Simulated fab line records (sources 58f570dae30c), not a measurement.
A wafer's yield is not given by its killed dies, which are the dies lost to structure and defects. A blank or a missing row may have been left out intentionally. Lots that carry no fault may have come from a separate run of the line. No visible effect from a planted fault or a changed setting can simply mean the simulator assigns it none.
fab line records	flow berkeley-cmos170
record: lots: 5	wafers: 23
route steps=331 shown M2@272 V2@302 M3@310
start-h: hours from the record's opening day to when the first of the lot's shown wafers began	wait-h: hours since the lot's step before	" the same as in the row above	L1.1+2: a single row standing in for several wafers	- no value, or no start was given	* or withheld: withheld	< > ~ a bound
route shown NAME@n: names a module that has steps shown in the file, with the first one's number in the route	usual: average and standard deviation across the fault-free wafers	same: alike in all rows	chamber/n: place in a boat	sites: per-site readings	_std_site: standard deviation across them	_edge_site: inner sites' mean taken away from outer sites' mean	radius-mm: how far each site lies from the wafer's centre	mask NAME#n: copy n	behind: the tool/chamber that last shaped the wafer	hold: cause of the lot's hold/its duration in hours/its outcome	device: transistor that didn't switch, given as n, p or np	end of line: at the end of the route, the tests of the same wafers	a step without rows: its recipe alone	killed: dies lost to structure and defects at the first sort, not the wafer's yield	map: a wafer's dies, marking killed ones x, the rest . and places with no die _
set.NAME: the setting as run; set.NAME@STEP: as run at that earlier step	model.NAME: the simulator's own value behind a step, which no gauge read
lots run with intentionally changed settings; tables by step, rows by wafer
== steps ==
step: UCB170_M2_SPUTTER_01
recipe: material: Al	target-thk-nm: 900	time-s: 120	power-w: 6000	chamber-pressure-pa: 0.5
lot.wafer	tool	chamber	start-h	wait-h	set.time-s	model.Al_of_M2_SPUTTER_01.thk-nm
L074.1	pvd-sputter-01	-	196.01	0.0	120	891.7
L074.2	"	-	"	"	120	891.8
L074.4	"	-	"	"	120	873.8
L075.1	pvd-sputter-02	-	204.15	0.0	127.1	947.9
L075.3	"	-	"	"	127.1	960.1
L075.4	"	-	"	"	120	896.8
L075.5	"	-	"	"	127.1	946.9
L075.6	"	-	"	"	120	888.9
L077.2	pvd-sputter-03	-	213.27	0.0	120	882.7
L077.3	"	-	"	"	131.3	977.5
L077.4	"	-	"	"	120	891.9
L077.5	"	-	"	"	131.3	981
L077.6	"	-	"	"	120	883.2
L078.1	pvd-sputter-02	-	214.45	0.0	112.4	844
L078.3	"	-	"	"	120	900.7
L078.4	"	-	"	"	120	911.2
L078.5	"	-	"	"	112.4	845.3
L078.6	"	-	"	"	120	896.9
L081.1	pvd-sputter-02	-	233.90	0.0	120	918.1
L081.3	"	-	"	"	120	915.6
L081.4	"	-	"	"	120	913.1
L081.5	"	-	"	"	120	916.8
L081.6	"	-	"	"	120	915.3
step: UCB170_M2_RS_MEAS_02
recipe: thk-meas-gauge: four-point-probe	reads: Al_of_M2_SPUTTER_01
usual: M2_AL_RS: 0.0322/0.00039
lot.wafer	tool	chamber	start-h	wait-h	set.time-s@M2_SPUTTER_01	M2_AL_RS[ohm/sq]
L074.1	film-metro-04	-	196.09	0.0	120	0.0324
L074.2	"	-	"	"	120	0.0325
L074.4	"	-	"	"	120	0.0331
L075.1	film-metro-01	-	204.23	0.0	127.1	0.0305
L075.3	"	-	"	"	127.1	0.0301
L075.4	"	-	"	"	120	0.0323
L075.5	"	-	"	"	127.1	0.0306
L075.6	"	-	"	"	120	0.0325
L077.2	film-metro-02	-	213.37	0.1	120	0.0328
L077.3	"	-	"	"	131.3	0.0296
L077.4	"	-	"	"	120	0.0324
L077.5	"	-	"	"	131.3	0.0295
L077.6	"	-	"	"	120	0.0327
L078.1	film-metro-04	-	214.53	0.0	112.4	0.0343
L078.3	"	-	"	"	120	0.0321
L078.4	"	-	"	"	120	0.0318
L078.5	"	-	"	"	112.4	0.0344
L078.6	"	-	"	"	120	0.0322
L081.1	film-metro-04	-	233.99	0.0	120	0.0315
L081.3	"	-	"	"	120	0.0316
L081.4	"	-	"	"	120	0.0317
L081.5	"	-	"	"	120	0.0316
L081.6	"	-	"	"	120	0.0317
step: UCB170_M2_THK_MEAS_03
recipe: thk-meas-gauge: xrf	reads: Al_of_M2_SPUTTER_01
usual: M2_AL_THK: 918/13
lot.wafer	tool	chamber	start-h	wait-h	set.time-s@M2_SPUTTER_01	M2_AL_THK[nm]
L074.1	film-metro-04	-	196.21	0.1	120	909
L074.2	"	-	"	"	120	908
L074.4	"	-	"	"	120	886
L075.1	film-metro-01	-	204.35	0.1	127.1	972
L075.3	"	-	"	"	127.1	990
L075.4	"	-	"	"	120	924
L075.5	"	-	"	"	127.1	978
L075.6	"	-	"	"	120	911
L077.2	film-metro-02	-	213.48	0.1	120	901
L077.3	"	-	"	"	131.3	1001
L077.4	"	-	"	"	120	902
L077.5	"	-	"	"	131.3	997
L077.6	"	-	"	"	120	895
L078.1	film-metro-04	-	214.65	0.1	112.4	861
L078.3	"	-	"	"	120	915
L078.4	"	-	"	"	120	926
L078.5	"	-	"	"	112.4	857
L078.6	"	-	"	"	120	908
L081.1	film-metro-04	-	234.11	0.1	120	934
L081.3	"	-	"	"	120	929
L081.4	"	-	"	"	120	929
L081.5	"	-	"	"	120	930
L081.6	"	-	"	"	120	924
step: UCB170_M2_METAL_ETCH_18
recipe: chemistry: Cl2/BCl3	target: Al	stop-on: SiO2	pressure-mtorr: 12	target-depth-a: 11700	over-etch-frac: 0.3	time-s: 195	icp-w: 600	bias-w: 120	Cl2_flow_sccm: 90	bcl3-flow-sccm: 45
lot.wafer	tool	chamber	start-h	wait-h	set.time-s	model.KrF_of_M2_COAT_10.thk-nm	model.SiO2_of_V1_CVD_00.thk-nm
L074.1	rie-metal-03	1	198.65	-	195	211.2	939.5
L074.2	"	0	"	"	195	206.4	939.1
L074.4	"	0	"	"	195	205.2	938.5
L075.1+3+5	rie-metal-03	1	206.31	-	195	-	-
L075.4	"	1	"	"	195	210	939.7
L075.6	"	1	"	"	195	211.6	939.6
L077.2	rie-metal-03	1	216.61	-	223.9	117.8	928.4
L077.3	"	1	"	"	223.9	-	-
L077.4	"	1	"	"	195	212.9	940.3
L077.5	"	1	"	"	195	-	-
L077.6	"	1	"	"	223.9	115.2	930.7
L078.1	rie-metal-04	1	217.82	-	173.9	-	-
L078.3	"	1	"	"	195	218.3	937.9
L078.4	"	0	"	"	173.9	276.9	942.6
L078.5	"	1	"	"	195	-	-
L078.6	"	0	"	"	195	206.3	937.1
L081.1	rie-metal-04	0	237.40	-	195	214.8	935.9
L081.3	"	1	"	"	195	233.3	939.3
L081.4	"	0	"	"	195	215.2	936.8
L081.5	"	1	"	"	213.9	166.9	931.3
L081.6	"	0	"	"	213.9	149	932.5
step: UCB170_M2_STRIP_19
recipe: chemistry: O2	power-w: 400	pressure-mtorr: 3500	platen-temp-c: withheld	o2-flow-sccm: 400	overash-fraction: 0.5
usual: oes-product-au: 0.546/0.0095
lot.wafer	tool	chamber	start-h	wait-h	set.time-s@M2_METAL_ETCH_18	oes-product-au
L074.1	plasma-asher-04	1	198.84	0.1	195	0.533
L074.2	"	0	"	"	195	0.551
L074.4	"	1	"	"	195	0.537
L075.1	plasma-asher-01	0	206.69	0.3	195	0.531
L075.3	"	0	"	"	195	0.547
L075.4	"	1	"	"	195	0.540
L075.5	"	0	"	"	195	0.539
L075.6	"	1	"	"	195	0.537
L077.2	plasma-asher-01	1	216.92	0.2	223.9	0.443
L077.3	"	0	"	"	223.9	0.448
L077.4	"	1	"	"	195	0.544
L077.5	"	1	"	"	195	0.546
L077.6	"	0	"	"	223.9	0.442
L078.1	plasma-asher-04	1	218.01	0.1	173.9	0.625
L078.3	"	0	"	"	195	0.541
L078.4	"	1	"	"	173.9	0.609
L078.5	"	0	"	"	195	0.558
L078.6	"	1	"	"	195	0.539
L081.1	plasma-asher-01	0	237.58	0.1	195	0.544
L081.3	"	1	"	"	195	0.568
L081.4	"	0	"	"	195	0.552
L081.5	"	0	"	"	213.9	0.501
L081.6	"	1	"	"	213.9	0.473
step: UCB170_V2_PEB_10
recipe: peb-temp-c: 130	peb-time-s: withheld	resist: KrF
lot.wafer	tool	chamber	start-h	wait-h	set.peb-temp-c
L074.1+2+4	litho-track-01	0	200.67	0.1	130
L075.1+5+6	litho-track-03	0	208.36	0.1	133.9
L075.3+4	"	0	"	"	130
L077.2+6	litho-track-01	0	220.81	0.8	132.8
L077.3+4+5	"	0	"	"	130
L078.1+3+4	litho-track-03	0	221.06	0.8	126.5
L078.5+6	"	0	"	"	130
L081.1+3+4+5+6	litho-track-01	0	239.49	0.3	130
step: UCB170_V2_DEVELOP_11
recipe: developer: TMAH	develop-time-s: 45	resist: KrF	dev-temp-c: 21
step: UCB170_V2_CD_MEAS_12
recipe: target-cd-nm: 700
usual: cd-nm: 699.3/1.5
lot.wafer	tool	chamber	start-h	wait-h	set.peb-temp-c@V2_PEB_10	cd-nm
L074.1	cd-sem-02	-	200.95	-	130	703.4
L074.2	"	-	"	"	130	701.6
L074.4	"	-	"	"	130	701.2
L075.1	cd-sem-02	-	208.67	-	133.9	722.0
L075.3	"	-	"	"	130	700.0
L075.4	"	-	"	"	130	699.8
L075.5	"	-	"	"	133.9	721.9
L075.6	"	-	"	"	133.9	722.7
L077.2	cd-sem-01	-	221.08	-	132.8	716.0
L077.3	"	-	"	"	130	700.3
L077.4	"	-	"	"	130	700.0
L077.5	"	-	"	"	130	700.5
L077.6	"	-	"	"	132.8	715.6
L078.1	cd-sem-01	-	221.33	-	126.5	673.7
L078.3	"	-	"	"	126.5	673.3
L078.4	"	-	"	"	126.5	673.6
L078.5	"	-	"	"	130	700.1
L078.6	"	-	"	"	130	699.7
L081.1	cd-sem-02	-	239.77	-	130	701.2
L081.3	"	-	"	"	130	699.0
L081.4	"	-	"	"	130	699.5
L081.5	"	-	"	"	130	699.9
L081.6	"	-	"	"	130	700.1
step: UCB170_V2_ETCH_14
recipe: chemistry: CHF3/CF4/Ar	target: SiO2	stop-on: Al	CHF3_flow_sccm: 45	cf4-flow-sccm: 15	Ar_flow_sccm: 150	pressure-mtorr: 200	rf-w: 700	target-depth-a: 12500	over-etch-frac: 0.25	time-s: 291
lot.wafer	tool	chamber	start-h	wait-h	set.time-s@M2_SPUTTER_01	set.peb-temp-c@V2_PEB_10	model.V2.cd-nm	model.Al_of_M2_SPUTTER_01.thk-nm
L074.1	rie-diel-04	3	201.10	0.0	120	130	704.9	891.3
L074.2	"	1	"	"	120	130	701.7	891.7
L074.4	"	2	"	"	120	130	701.1	873.8
L075.1	rie-diel-04	3	208.82	0.0	127.1	133.9	723	947.5
L075.3	"	0	"	"	127.1	130	699.7	960
L075.4	"	1	"	"	120	130	699.4	896.7
L075.5	"	2	"	"	127.1	133.9	721.5	946.9
L075.6	"	1	"	"	120	133.9	722.6	888.7
L077.2	rie-diel-02	0	221.21	0.0	120	132.8	715.3	882.7
L077.3	"	2	"	"	131.3	130	700.1	977.5
L077.4	"	1	"	"	120	130	699.9	891.9
L077.5	"	1	"	"	131.3	130	701	981
L077.6	"	0	"	"	120	132.8	715.2	883.2
L078.1	rie-diel-04	3	221.49	0.0	112.4	126.5	674.6	843.6
L078.3	"	1	"	"	120	126.5	673.4	900.5
L078.4	"	0	"	"	120	126.5	673.3	911.1
L078.5	"	3	"	"	112.4	130	701.1	845
L078.6	"	2	"	"	120	130	698.7	896.9
L081.1	rie-diel-02	3	239.92	0.0	120	130	701.4	918.1
L081.3	"	0	"	"	120	130	698.7	915.6
L081.4	"	2	"	"	120	130	699.2	913.1
L081.5	"	3	"	"	120	130	700.3	916.8
L081.6	"	0	"	"	120	130	699.5	915.3
step: UCB170_V2_STRIP_15
recipe: chemistry: O2	power-w: 400	pressure-mtorr: 3500	platen-temp-c: withheld	o2-flow-sccm: 400	overash-fraction: 0.5
step: UCB170_V2_CD_MEAS_90
recipe: target-cd-nm: 700
usual: cd-nm: 699.4/1.7
lot.wafer	tool	chamber	start-h	wait-h	set.peb-temp-c@V2_PEB_10	cd-nm
L074.1	cd-sem-02	-	201.38	0.1	130	705.0
L074.2	"	-	"	"	130	701.7
L074.4	"	-	"	"	130	701.3
L075.1	cd-sem-02	-	209.10	0.1	133.9	722.9
L075.3	"	-	"	"	130	699.8
L075.4	"	-	"	"	130	699.4
L075.5	"	-	"	"	133.9	721.4
L075.6	"	-	"	"	133.9	722.7
L077.2	cd-sem-02	-	221.51	0.1	132.8	715.2
L077.3	"	-	"	"	130	700.3
L077.4	"	-	"	"	130	699.9
L077.5	"	-	"	"	130	701.3
L077.6	"	-	"	"	132.8	715.2
L078.1	cd-sem-01	-	221.78	0.1	126.5	674.0
L078.3	"	-	"	"	126.5	673.5
L078.4	"	-	"	"	126.5	673.4
L078.5	"	-	"	"	130	701.0
L078.6	"	-	"	"	130	698.9
L081.1	cd-sem-01	-	240.20	0.1	130	701.2
L081.3	"	-	"	"	130	698.8
L081.4	"	-	"	"	130	699.2
L081.5	"	-	"	"	130	700.3
L081.6	"	-	"	"	130	699.5
step: UCB170_M3_SPUTTER_01
recipe: material: Al	target-thk-nm: 900	time-s: 120	power-w: 6000	chamber-pressure-pa: 0.5
lot.wafer	tool	chamber	start-h	wait-h	set.power-w	model.Al_of_M3_SPUTTER_01.thk-nm
L074.1	pvd-sputter-04	-	201.57	0.0	6000	893.7
L074.2	"	-	"	"	6000	903
L074.4	"	-	"	"	6000	901.4
L075.1	pvd-sputter-01	-	209.29	0.0	6000	898.2
L075.3	"	-	"	"	6000	885.6
L075.4	"	-	"	"	5799	852.9
L075.5	"	-	"	"	5799	855.5
L075.6	"	-	"	"	6000	894.8
L077.2	pvd-sputter-02	-	221.68	0.0	6000	909
L077.3	"	-	"	"	6000	891.2
L077.4	"	-	"	"	6000	901.9
L077.5	"	-	"	"	6271	944.2
L077.6	"	-	"	"	6271	952.2
L078.1	pvd-sputter-01	-	221.97	0.0	6369	966.5
L078.3	"	-	"	"	6369	950.4
L078.4	"	-	"	"	6000	912.6
L078.5	"	-	"	"	6000	900.2
L078.6	"	-	"	"	6369	959.8
L081.1	pvd-sputter-01	-	240.39	0.0	6000	895.5
L081.3	"	-	"	"	6000	891.6
L081.4	"	-	"	"	6432	956.4
L081.5	"	-	"	"	6000	895.1
L081.6	"	-	"	"	6432	972.3
step: UCB170_M3_RS_MEAS_02
recipe: thk-meas-gauge: four-point-probe	reads: Al_of_M3_SPUTTER_01
usual: M3_AL_RS: 0.0320/0.00043
lot.wafer	tool	chamber	start-h	wait-h	set.power-w@M3_SPUTTER_01	M3_AL_RS[ohm/sq]
L074.1	film-metro-01	-	201.65	0.0	6000	0.0324
L074.2	"	-	"	"	6000	0.0320
L074.4	"	-	"	"	6000	0.0321
L075.1	film-metro-02	-	209.37	0.0	6000	0.0322
L075.3	"	-	"	"	6000	0.0328
L075.4	"	-	"	"	5799	0.0340
L075.5	"	-	"	"	5799	0.0338
L075.6	"	-	"	"	6000	0.0323
L077.2	film-metro-01	-	221.78	0.1	6000	0.0317
L077.3	"	-	"	"	6000	0.0324
L077.4	"	-	"	"	6000	0.0320
L077.5	"	-	"	"	6271	0.0306
L077.6	"	-	"	"	6271	0.0303
L078.1	film-metro-01	-	222.05	0.0	6369	0.0299
L078.3	"	-	"	"	6369	0.0304
L078.4	"	-	"	"	6000	0.0316
L078.5	"	-	"	"	6000	0.0321
L078.6	"	-	"	"	6369	0.0301
L081.1	film-metro-01	-	240.47	0.0	6000	0.0323
L081.3	"	-	"	"	6000	0.0324
L081.4	"	-	"	"	6432	0.0302
L081.5	"	-	"	"	6000	0.0323
L081.6	"	-	"	"	6432	0.0297
step: UCB170_M3_THK_MEAS_03
recipe: thk-meas-gauge: xrf	reads: Al_of_M3_SPUTTER_01
usual: M3_AL_THK: 927/14
lot.wafer	tool	chamber	start-h	wait-h	set.power-w@M3_SPUTTER_01	M3_AL_THK[nm]
L074.1	film-metro-01	-	201.77	0.1	6000	922
L074.2	"	-	"	"	6000	927
L074.4	"	-	"	"	6000	925
L075.1	film-metro-02	-	209.49	0.1	6000	915
L075.3	"	-	"	"	6000	900
L075.4	"	-	"	"	5799	872
L075.5	"	-	"	"	5799	878
L075.6	"	-	"	"	6000	913
L077.2	film-metro-01	-	221.89	0.1	6000	933
L077.3	"	-	"	"	6000	916
L077.4	"	-	"	"	6000	927
L077.5	"	-	"	"	6271	971
L077.6	"	-	"	"	6271	984
L078.1	film-metro-01	-	222.17	0.1	6369	998
L078.3	"	-	"	"	6369	980
L078.4	"	-	"	"	6000	939
L078.5	"	-	"	"	6000	928
L078.6	"	-	"	"	6369	988
L081.1	film-metro-01	-	240.59	0.1	6000	922
L081.3	"	-	"	"	6000	914
L081.4	"	-	"	"	6432	982
L081.5	"	-	"	"	6000	920
L081.6	"	-	"	"	6432	1003
step: UCB170_M3_METAL_ETCH_18
recipe: chemistry: Cl2/BCl3	target: Al	stop-on: SiO2	pressure-mtorr: 12	target-depth-a: 11700	over-etch-frac: 0.3	time-s: 195	icp-w: 600	bias-w: 120	Cl2_flow_sccm: 90	bcl3-flow-sccm: 45
lot.wafer	tool	chamber	start-h	wait-h	set.pressure-mtorr	set.power-w@M3_SPUTTER_01	model.M3.feature-depth-nm	model.etch.depth-nm
L074.1	rie-metal-01	1	203.69	-	12	6000	950.6	893.7
L074.2	"	0	"	"	12	6000	961.4	903
L074.4	"	0	"	"	12	6000	959.8	901.4
L075.1	rie-metal-02	1	211.35	-	12	6000	953.7	-
L075.3	"	0	"	"	12	6000	941.2	-
L075.4	"	1	"	"	12	5799	908.6	852.9
L075.5	"	1	"	"	12	5799	911	-
L075.6	"	0	"	"	12	6000	950.3	894.8
L077.2	rie-metal-01	1	224.52	-	12.7	6000	965.4	909
L077.3	"	1	"	"	12.7	6000	947.4	-
L077.4	"	0	"	"	12.7	6000	960.5	901.9
L077.5	"	0	"	"	12.7	6271	1003	-
L077.6	"	1	"	"	12.7	6271	1009	952.2
L078.1+3+6	rie-metal-04	1,1,0	224.69	-	11.33	6369	-	-
L078.4	"	0	"	"	11.33	6000	970.1	912.6
L078.5	"	1	"	"	11.33	6000	955.9	-
L081.1	rie-metal-04	1	245.13	-	13.09	6000	950.2	895.5
L081.3	"	0	"	"	13.09	6000	947	891.6
L081.4+6	"	1	"	"	13.09	6432	-	-
L081.5	"	0	"	"	13.09	6000	950	895.1
== key ==
split: step: UCB170_M2_SPUTTER_01	setting: time-s	stated: 120	by: wafer
response: step: UCB170_M2_SPUTTER_01	reading: model.Al_of_M2_SPUTTER_01.thk-nm	change: +9.74	per: 1%	r: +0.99
response: step: UCB170_M2_RS_MEAS_02	reading: M2_AL_RS	change: -0.000342	per: 1%	r: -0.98
response: step: UCB170_M2_THK_MEAS_03	reading: M2_AL_THK	change: +10.2	per: 1%	r: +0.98
response: step: UCB170_V2_ETCH_14	reading: model.Al_of_M2_SPUTTER_01.thk-nm	change: +9.75	per: 1%	r: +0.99
split: step: UCB170_M2_METAL_ETCH_18	setting: time-s	stated: 195	by: wafer
response: step: UCB170_M2_METAL_ETCH_18	reading: model.KrF_of_M2_COAT_10.thk-nm	change: -6.38	per: 1%	r: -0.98
response: step: UCB170_M2_METAL_ETCH_18	reading: model.SiO2_of_V1_CVD_00.thk-nm	change: -0.612	per: 1%	r: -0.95
response: step: UCB170_M2_STRIP_19	reading: oes-product-au	change: -0.00675	per: 1%	r: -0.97
split: step: UCB170_V2_PEB_10	setting: peb-temp-c	stated: 130	by: wafer
response: step: UCB170_V2_CD_MEAS_12	reading: cd-nm	change: +8.21	per: 1%	r: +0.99
response: step: UCB170_V2_ETCH_14	reading: model.V2.cd-nm	change: +8.17	per: 1%	r: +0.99
response: step: UCB170_V2_CD_MEAS_90	reading: cd-nm	change: +8.17	per: 1%	r: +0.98
split: step: UCB170_M3_SPUTTER_01	setting: power-w	stated: 6000	by: wafer
response: step: UCB170_M3_SPUTTER_01	reading: model.Al_of_M3_SPUTTER_01.thk-nm	change: +9.67	per: 1%	r: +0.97
response: step: UCB170_M3_RS_MEAS_02	reading: M3_AL_RS	change: -0.000329	per: 1%	r: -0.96
response: step: UCB170_M3_THK_MEAS_03	reading: M3_AL_THK	change: +10.1	per: 1%	r: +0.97
response: step: UCB170_M3_METAL_ETCH_18	reading: model.M3.feature-depth-nm	change: +10.9	per: 1%	r: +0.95
response: step: UCB170_M3_METAL_ETCH_18	reading: model.etch.depth-nm	change: +11	per: 1%	r: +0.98
split: step: UCB170_M3_METAL_ETCH_18	setting: pressure-mtorr	stated: 12	by: lot
response none clear
